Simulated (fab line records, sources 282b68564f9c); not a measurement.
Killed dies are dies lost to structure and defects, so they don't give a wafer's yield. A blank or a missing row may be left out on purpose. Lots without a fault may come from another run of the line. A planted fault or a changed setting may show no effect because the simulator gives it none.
Which tool did it? | flow rit_cmos | 13 lots, 39 wafers sampled, at 3 steps of a route of 202

WHAT THE GAUGES READ, wafer by wafer
RIT_PSD_TW_MEAS_10. Usual: PSD_TW 3450, standard deviation 34.
lot  | measured    | on            | PSD_TW         | flag
L475 | day 3 02:04 | film_metro-04 | 3453 3459 3433 |
L476 | day 3 06:57 | film_metro-04 | 3455 3473 3439 |
L477 | day 3 12:22 | film_metro-02 | 3504 3529 3508 |
L478 | day 3 16:05 | film_metro-04 | 3442 3449 3439 |
L479 | day 3 22:04 | film_metro-03 | 3413 3429 3424 |
L480 | day 4 05:25 | film_metro-03 | 3438 3437 3438 |
L481 | day 4 07:18 | film_metro-02 | 3507 3490 3502 |
L482 | day 4 12:19 | film_metro-02 | 3704 3715 3699 | OFF
L483 | day 4 18:04 | film_metro-03 | 3435 3427 3441 |
L484 | day 5 03:52 | film_metro-02 | 3672 3661 3653 | OFF
L493 | day 7 00:47 | film_metro-03 | 3435 3422 3441 |
L494 | day 7 02:40 | film_metro-04 | 3413 3411 3428 |
L498 | day 7 20:57 | film_metro-04 | 3436 3402 3412 |

RIT_SDANNEAL_RS_MEAS_04: measures by four-point-probe. Usual: PSD_RS 116.0 ohm/sq, standard deviation 0.3.
lot  | measured    | on            | PSD_RS (ohm/sq)   | flag
L475 | day 3 02:34 | film_metro-04 | 115.6 115.4 115.6 |
L476 | day 3 07:27 | film_metro-04 | 116.3 116.0 115.7 |
L477 | day 3 12:50 | film_metro-03 | 115.9 115.5 115.7 |
L478 | day 3 16:35 | film_metro-03 | 115.8 115.9 115.7 |
L479 | day 3 22:34 | film_metro-03 | 115.9 116.0 116.1 |
L480 | day 4 05:55 | film_metro-04 | 115.8 116.1 115.9 |
L481 | day 4 07:47 | film_metro-03 | 115.8 115.8 115.9 |
L482 | day 4 12:48 | film_metro-03 | 104.1 104.5 104.3 | OFF
L483 | day 4 18:33 | film_metro-04 | 115.5 115.8 116.1 |
L484 | day 5 04:22 | film_metro-02 | 104.5 104.9 104.7 | OFF
L493 | day 7 01:37 | film_metro-04 | 116.1 115.7 115.5 |
L494 | day 7 03:21 | film_metro-02 | 116.5 116.5 116.1 |
L498 | day 7 21:26 | film_metro-02 | 116.2 116.3 116.4 |

WHICH TOOL RAN EACH LOT (tool, then ch and the chambers of the sampled wafers, then the start)
lot  | RIT_PSD_IMPLANT_08
L475 | implanter-02 ch 0, day 3 01:45
L476 | implanter-02 ch 0, day 3 06:37
L477 | implanter-02 ch 0, day 3 12:02
L478 | implanter-02 ch 0, day 3 15:46
L479 | implanter-02 ch 0, day 3 21:46
L480 | implanter-01 ch 0, day 4 05:07
L481 | implanter-01 ch 0, day 4 06:59
L482 | implanter-01 ch 0, day 4 11:59
L483 | implanter-02 ch 0, day 4 17:44
L484 | implanter-01 ch 0, day 5 03:33
L493 | implanter-02 ch 0, day 7 00:28
L494 | implanter-04 ch 0, day 7 02:22
L498 | implanter-02 ch 0, day 7 20:37
- RIT_PSD_IMPLANT_08

WHAT THE TOOLS THEMSELVES READ (means of the sampled wafers that have a number; where no wafer has one, the mark that the record gives instead)
RIT_PSD_IMPLANT_08. Usual: beam_energy_keV 27.000, standard deviation 0.009.
lot  | tool         | beam_energy_keV | flag
L475 | implanter-02 | 26.994          |
L476 | implanter-02 | 26.999          |
L477 | implanter-02 | 26.997          |
L478 | implanter-02 | 26.993          |
L479 | implanter-02 | 26.996          |
L480 | implanter-01 | 26.995          |
L481 | implanter-01 | 27.002          |
L482 | implanter-01 | 32.940          | OFF
L483 | implanter-02 | 27.006          |
L484 | implanter-01 | 32.942          | OFF
L493 | implanter-02 | 27.000          |
L494 | implanter-04 | 26.989          |
L498 | implanter-02 | 26.993          |

THE ANSWER, worked out from the rows above alone
Rule: a lot is off if the mean of its wafers that have a number lies more than 3 standard deviations from the usual mean. A lot without any number at a reading at which 4 lots or more have one is off too. The other lots that the step has rows for count as sound. The gauges are gone through in route order, then the tools' own readings, and for those a lot's mean is taken as printed above. The first step at which some lot is off is used, and at that step the reading that is off furthest; a lot without a number counts as furthest.
Off: L482, L484, at RIT_PSD_TW_MEAS_10 (PSD_TW).
A tool fits if, at a process step before that reading, it ran every lot that is off, and no sound lot after the first of them. The gauges at RIT_PSD_TW_MEAS_10 aren't tried: what is off there is off at RIT_PSD_IMPLANT_08 too, on other tools, and a gauge's error can't cause that. One fits: implanter-01 at RIT_PSD_IMPLANT_08. Its last sound lot is L481 (day 4 06:59), its first lot that is off L482 (day 4 11:59): a fault that began between those two fits.
The tool's own readings at RIT_PSD_IMPLANT_08 bear it out: on the lots that are off they differ by more than 5 times the standard deviation of the sound lots' means. beam_energy_keV reads 32.941 there against 26.997 on the sound lots.

WHAT THE SIMULATOR HAD PUT IN
Process parameter drift: implanter-01, from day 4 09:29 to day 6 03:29, at RIT_PSD_IMPLANT_08. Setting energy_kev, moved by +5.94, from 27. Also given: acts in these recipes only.
Lots struck among those shown: L482, L484. The rule above found the same.
